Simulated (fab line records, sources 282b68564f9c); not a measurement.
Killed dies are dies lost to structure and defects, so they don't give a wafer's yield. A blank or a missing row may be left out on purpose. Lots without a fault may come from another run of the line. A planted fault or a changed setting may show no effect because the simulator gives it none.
Which tool did it? | flow rit_cmos | 14 lots, 42 wafers sampled, at 5 steps of a route of 202

WHAT THE GAUGES READ, wafer by wafer
RIT_NWELL_TW_MEAS_10. Usual: NWELL_TW 2132, standard deviation 12.
lot  | measured    | on            | NWELL_TW                      | flag
L766 | day 2 00:40 | film_metro-03 | 2111 2122 2126                |
L767 | day 2 04:01 | film_metro-03 | 2149 2126 2129                |
L768 | day 2 09:07 | film_metro-04 | 2132 2144 2148                |
L770 | day 2 19:23 | film_metro-02 | 2146 2124 2131                |
L773 | day 3 14:22 | film_metro-03 | 2138 2136 2135                |
L774 | day 3 23:13 | film_metro-04 | 2144 2139 2149                |
L775 | day 4 02:47 | film_metro-02 | 2120 2118 2107                |
L777 | day 4 13:37 | film_metro-03 | 2135 2143 2122                |
L778 | day 4 21:56 | film_metro-03 | 2133 2131 2133                |
L783 | day 5 16:17 | film_metro-02 | 1030 1012 1034 1032 1018 1025 | OFF
L782 | day 5 16:46 | film_metro-04 | 1013 1004 1009 1003 1003 1006 | OFF
L786 | day 6 07:25 | film_metro-03 | 2136 2139 2132                |
L787 | day 6 17:38 | film_metro-02 | 2121 2125 2131                |
L788 | day 6 18:02 | film_metro-03 | 2134 2120 2131                |

RIT_CONTACT_THK_MEAS_01. Usual: CONTACT_TEOS_THK 417 nm, standard deviation 4.5.
lot  | measured    | on            | CONTACT_TEOS_THK (nm) | flag
L766 | day 3 08:14 | film_metro-02 | 410 421 416           |
L767 | day 3 17:20 | film_metro-03 | 414 422 426           |
L768 | day 3 21:34 | film_metro-03 | 416 424 419           |
L770 | day 4 11:58 | film_metro-02 | 412 419 414           |
L773 | day 5 12:19 | film_metro-02 | 415 417 416           |
L774 | day 5 15:58 | film_metro-04 | 411 418 414           |
L775 | day 6 00:55 | film_metro-04 | 411 412 421           |
L777 | day 6 14:49 | film_metro-02 | 416 414 420           |
L778 | day 6 14:25 | film_metro-04 | 412 413 420           |
L786 | day 7 19:08 | film_metro-03 | 418 421 424           |
L787 | day 8 03:04 | film_metro-02 | 419 426 422           |
L788 | day 8 08:17 | film_metro-04 | 407 418 419           |

RIT_M1_CD_MEAS_90: target cd 2600 nm. Usual: cd_nm 2599.9 nm, standard deviation 2.5.
lot  | measured    | on        | cd_nm (nm)           | flag
L766 | day 3 12:48 | cd_sem-01 | 2599.2 2602.3 2601.0 |
L767 | day 3 21:49 | cd_sem-02 | 2599.3 2598.9 2598.9 |
L768 | day 4 02:10 | cd_sem-01 | 2600.3 2595.8 2597.4 |
L770 | day 4 16:38 | cd_sem-01 | 2600.8 2598.5 2599.4 |
L773 | day 5 17:14 | cd_sem-01 | 2598.8 2598.2 2600.2 |
L774 | day 5 21:03 | cd_sem-01 | 2603.0 2601.7 2603.0 |
L775 | day 6 05:47 | cd_sem-02 | 2600.2 2598.7 2600.5 |
L777 | day 6 21:01 | cd_sem-02 | 2602.2 2604.9 2603.5 |
L778 | day 6 20:40 | cd_sem-01 | 2597.9 2599.8 2599.1 |
L786 | day 7 23:59 | cd_sem-01 | 2597.1 2596.1 2597.2 |
L787 | day 8 07:39 | cd_sem-01 | 2599.2 2601.9 2600.2 |
L788 | day 8 12:44 | cd_sem-02 | 2598.9 2593.1 2597.4 |

WHICH TOOL RAN EACH LOT (tool, then ch and the chambers of the sampled wafers, then the start)
lot  | RIT_NWELL_IMPLANT_08           | RIT_NSD_STRIP_09
L766 | implanter-02 ch 0, day 2 00:20 | plasma_asher-01 ch 0,1, day 3 04:55
L767 | implanter-03 ch 0, day 2 03:43 | plasma_asher-04 ch 0,1, day 3 14:04
L768 | implanter-02 ch 0, day 2 08:49 | plasma_asher-01 ch 0,1, day 3 18:24
L770 | implanter-04 ch 0, day 2 19:05 | plasma_asher-01 ch 0,1, day 4 08:53
L773 | implanter-03 ch 0, day 3 14:05 | plasma_asher-04 ch 0,1, day 5 09:06
L774 | implanter-04 ch 0, day 3 22:53 | plasma_asher-02 ch 0,1, day 5 12:50
L775 | implanter-04 ch 0, day 4 02:28 | plasma_asher-01 ch 0,1, day 5 21:47
L777 | implanter-03 ch 0, day 4 13:17 | plasma_asher-01 ch 0,1, day 6 11:13
L778 | implanter-02 ch 0, day 4 21:37 | plasma_asher-02 ch 0,1, day 6 10:58
L783 | implanter-04 ch 0, day 5 15:58 | -
L782 | implanter-04 ch 0, day 5 16:27 | -
L786 | implanter-02 ch 0, day 6 07:06 | plasma_asher-04 ch 0,1, day 7 15:34
L787 | implanter-03 ch 0, day 6 17:20 | plasma_asher-01 ch 0,1, day 7 23:49
L788 | implanter-02 ch 0, day 6 17:45 | plasma_asher-01 ch 0,1, day 8 05:06
- RIT_NWELL_IMPLANT_08
- RIT_NSD_STRIP_09: strips in O2, time 180 s.

WHAT THE TOOLS THEMSELVES READ (means of the sampled wafers that have a number; where no wafer has one, the mark that the record gives instead)
RIT_NWELL_IMPLANT_08. Usual: dose_ions_cm2 4.999e+13, standard deviation 5.1e+10; faraday_current_uA 158.4, standard deviation 2.7.
lot  | tool         | dose_ions_cm2 | faraday_current_uA | flag
L766 | implanter-02 | 4.997e+13     | 158.5              |
L767 | implanter-03 | 5.001e+13     | 155.2              |
L768 | implanter-02 | 4.992e+13     | 159.2              |
L770 | implanter-04 | 4.994e+13     | 158.8              |
L773 | implanter-03 | 5.001e+13     | 156.1              |
L774 | implanter-04 | 5.000e+13     | 158.0              |
L775 | implanter-04 | 4.999e+13     | 160.3              |
L777 | implanter-03 | 4.998e+13     | 156.7              |
L778 | implanter-02 | 4.997e+13     | 156.2              |
L783 | implanter-04 | 4.957e+12     | 15.7               | OFF
L782 | implanter-04 | 5.007e+12     | 16.0               | OFF
L786 | implanter-02 | 4.994e+13     | 159.2              |
L787 | implanter-03 | 5.006e+13     | 160.6              |
L788 | implanter-02 | 5.004e+13     | 155.7              |

RIT_NSD_STRIP_09. Usual: chamber_pressure_mTorr 4000 mTorr, standard deviation 3.8; drypump_motor_current_A 5.6 A, standard deviation 0.55.
lot  | tool            | chamber_pressure_mTorr (mTorr) | drypump_motor_current_A (A) | flag
L766 | plasma_asher-01 | 4001                           | 5.4                         |
L767 | plasma_asher-04 | 4001                           | 6.7                         |
L768 | plasma_asher-01 | 3999                           | 5.4                         |
L770 | plasma_asher-01 | 3999                           | 5.4                         |
L773 | plasma_asher-04 | 4001                           | 6.7                         |
L774 | plasma_asher-02 | 3998                           | 5.3                         |
L775 | plasma_asher-01 | 3998                           | 5.4                         |
L777 | plasma_asher-01 | 4000                           | 5.3                         |
L778 | plasma_asher-02 | 3997                           | 5.3                         |
L786 | plasma_asher-04 | 4001                           | 6.7                         |
L787 | plasma_asher-01 | 4001                           | 5.4                         |
L788 | plasma_asher-01 | 3998                           | 5.4                         |

THE ANSWER, worked out from the rows above alone
Rule: a lot is off if the mean of its wafers that have a number lies more than 3 standard deviations from the usual mean. A lot without any number at a reading at which 4 lots or more have one is off too. The other lots that the step has rows for count as sound. The gauges are gone through in route order, then the tools' own readings, and for those a lot's mean is taken as printed above. The first step at which some lot is off is used, and at that step the reading that is off furthest; a lot without a number counts as furthest.
Off: L783, L782, at RIT_NWELL_TW_MEAS_10 (NWELL_TW).
A tool fits if, at a process step before that reading, it ran every lot that is off, and no sound lot after the first of them. The gauges at RIT_NWELL_TW_MEAS_10 aren't tried: what is off there is off at RIT_NWELL_IMPLANT_08 too, on other tools, and a gauge's error can't cause that. One fits: implanter-04 at RIT_NWELL_IMPLANT_08. Its last sound lot is L775 (day 4 02:28), its first lot that is off L783 (day 5 15:58): a fault that began between those two fits.
The tool's own readings at RIT_NWELL_IMPLANT_08 bear it out: on the lots that are off they differ by more than 5 times the standard deviation of the sound lots' means. dose_ions_cm2 reads 4.982e+12 there against 4.999e+13 on the sound lots; faraday_current_uA reads 15.8 there against 157.9 on the sound lots.

WHAT THE SIMULATOR HAD PUT IN
Process parameter drift: implanter-04, from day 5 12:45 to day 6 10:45, at RIT_NWELL_IMPLANT_08. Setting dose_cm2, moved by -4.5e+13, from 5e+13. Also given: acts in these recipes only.
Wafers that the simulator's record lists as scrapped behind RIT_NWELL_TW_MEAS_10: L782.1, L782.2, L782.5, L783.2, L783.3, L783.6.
Lots struck among those shown: L783, L782. The rule above found the same.
